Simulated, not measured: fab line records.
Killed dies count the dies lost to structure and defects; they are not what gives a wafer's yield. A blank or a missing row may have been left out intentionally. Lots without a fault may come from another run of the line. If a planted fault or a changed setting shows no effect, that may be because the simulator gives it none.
Lot-split experiment :: flow berkeley cmos170 :: 5 lots, 23 wafers read, on a route of 331 steps

SPLIT DETAILS
At UCB170_M2_METAL_ETCH_18 (etches Al in Cl2/BCl3, stops on SiO2, target depth 1170 nm, time 195 s), the setting time s was moved away from the recipe's 195 s on 5 of the 23 wafers read, by -6.8% to +11.8%. All remaining wafers had this setting at the recipe value.

The file shows no step between the split and the reading.

THE READING
oes product au, in a.u., at UCB170_M2_STRIP_19 (strips in O2). On this fab line, fault-free wafers typically give 0.546 a.u. with a standard deviation of 0.014 a.u.

wafer: L076.1
tool, chamber at the split: rie metal-04, 0
time s as run, s: 195
against the recipe: recipe
oes product au, a.u.: 0.537
against lot-mates on the recipe: -

wafer: L076.2
tool, chamber at the split: rie metal-04, 1
time s as run, s: 195
against the recipe: recipe
oes product au, a.u.: 0.541
against lot-mates on the recipe: -

wafer: L076.3
tool, chamber at the split: rie metal-04, 1
time s as run, s: 195
against the recipe: recipe
oes product au, a.u.: 0.553
against lot-mates on the recipe: -

wafer: L076.4
tool, chamber at the split: rie metal-04, 0
time s as run, s: 195
against the recipe: recipe
oes product au, a.u.: 0.528
against lot-mates on the recipe: -

wafer: L076.5
tool, chamber at the split: rie metal-04, 0
time s as run, s: 195
against the recipe: recipe
oes product au, a.u.: 0.531
against lot-mates on the recipe: -

wafer: L080.2
tool, chamber at the split: rie metal-01, 0
time s as run, s: 195
against the recipe: recipe
oes product au, a.u.: 0.558
against lot-mates on the recipe: -

wafer: L080.3
tool, chamber at the split: rie metal-01, 0
time s as run, s: 195
against the recipe: recipe
oes product au, a.u.: 0.547
against lot-mates on the recipe: -

wafer: L080.4
tool, chamber at the split: rie metal-01, 1
time s as run, s: 181.8
against the recipe: -6.8%
oes product au, a.u.: 0.586
against lot-mates on the recipe: +0.035

wafer: L080.5
tool, chamber at the split: rie metal-01, 1
time s as run, s: 181.8
against the recipe: -6.8%
oes product au, a.u.: 0.576
against lot-mates on the recipe: +0.025

wafer: L080.6
tool, chamber at the split: rie metal-01, 0
time s as run, s: 195
against the recipe: recipe
oes product au, a.u.: 0.549
against lot-mates on the recipe: -

wafer: L081.1
tool, chamber at the split: rie metal-02, 1
time s as run, s: 195
against the recipe: recipe
oes product au, a.u.: 0.550
against lot-mates on the recipe: -

wafer: L081.2
tool, chamber at the split: rie metal-02, 1
time s as run, s: 195
against the recipe: recipe
oes product au, a.u.: 0.548
against lot-mates on the recipe: -

wafer: L081.4
tool, chamber at the split: rie metal-02, 1
time s as run, s: 195
against the recipe: recipe
oes product au, a.u.: 0.546
against lot-mates on the recipe: -

wafer: L081.5
tool, chamber at the split: rie metal-02, 1
time s as run, s: 195
against the recipe: recipe
oes product au, a.u.: 0.562
against lot-mates on the recipe: -

wafer: L081.6
tool, chamber at the split: rie metal-02, 1
time s as run, s: 195
against the recipe: recipe
oes product au, a.u.: 0.557
against lot-mates on the recipe: -

wafer: L082.1
tool, chamber at the split: rie metal-04, 1
time s as run, s: 195
against the recipe: recipe
oes product au, a.u.: 0.542
against lot-mates on the recipe: -

wafer: L082.3
tool, chamber at the split: rie metal-04, 0
time s as run, s: 218
against the recipe: +11.8%
oes product au, a.u.: 0.449
against lot-mates on the recipe: -0.095

wafer: L082.4
tool, chamber at the split: rie metal-04, 1
time s as run, s: 218
against the recipe: +11.8%
oes product au, a.u.: 0.463
against lot-mates on the recipe: -0.081

wafer: L082.5
tool, chamber at the split: rie metal-04, 0
time s as run, s: 218
against the recipe: +11.8%
oes product au, a.u.: 0.462
against lot-mates on the recipe: -0.082

wafer: L082.6
tool, chamber at the split: rie metal-04, 1
time s as run, s: 195
against the recipe: recipe
oes product au, a.u.: 0.547
against lot-mates on the recipe: -

wafer: L084.2
tool, chamber at the split: rie metal-02, 0
time s as run, s: 195
against the recipe: recipe
oes product au, a.u.: 0.585
against lot-mates on the recipe: -

wafer: L084.4
tool, chamber at the split: rie metal-02, 1
time s as run, s: 195
against the recipe: recipe
oes product au, a.u.: 0.551
against lot-mates on the recipe: -

wafer: L084.6
tool, chamber at the split: rie metal-02, 0
time s as run, s: 195
against the recipe: recipe
oes product au, a.u.: 0.583
against lot-mates on the recipe: -

THE FIT
A straight line over all 23 wafers: oes product au changes by -0.00714 a.u. for each +1% of time s; r = -0.92; the points scatter about the line by 0.015 a.u.
The same after taking each lot's own level away (the mean of its wafers on the recipe; 23 wafers): -0.0067 a.u. for each +1%; r = -0.96; scatter 0.0099 a.u.
On that fit, the largest move of time s shifts the reading by 0.079 a.u.
Across the lots, their own levels run from 0.5380 to 0.5730 a.u., a range of 2.5 times the standard deviation given above.
The two slopes are in agreement: the lot-to-lot level therefore moves the slope only a little.
Check: with one of the wafers moved furthest among these (+11.8%) left out of the fit, the line predicts -0.0758 a.u. for it against its lot-mates. Against them it came out at -0.0955 a.u.

OTHER SPLITS APPLIED TO THESE WAFERS
Note: prior to the reading, these wafers also went through further splits. Each is held against what the fit with the lots' levels taken away leaves over:
other split on the same wafers: UCB170_M1_METAL_ETCH_12 time s
wafers away from the commonest value: 6
r with oes product au (lot level and that fit taken away): -0.01

other split on the same wafers: UCB170_V1_CMP_02 leave above ref nm
wafers away from the commonest value: 7
r with oes product au (lot level and that fit taken away): +0.10

THE WHOLE CHAIN: every reading that the file lists as answering this split, in the file's order
step: UCB170_M2_METAL_ETCH_18
what it does: etches Al in Cl2/BCl3, stops on SiO2, target depth 1170 nm, time 195 s
reading: KrF_of_M2_COAT_10.thk nm (the simulator's own value, which no gauge read)
change (the file's fit): -6.71 nm for each +1% of the setting
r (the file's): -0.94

step: UCB170_M2_STRIP_19
what it does: strips in O2
reading: oes product au
change (the file's fit): -0.00665 a.u. for each +1% of the setting
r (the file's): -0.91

THE FILE'S OWN FIT
oes product au changes by -0.00665 a.u. for each +1% of time s, r = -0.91.
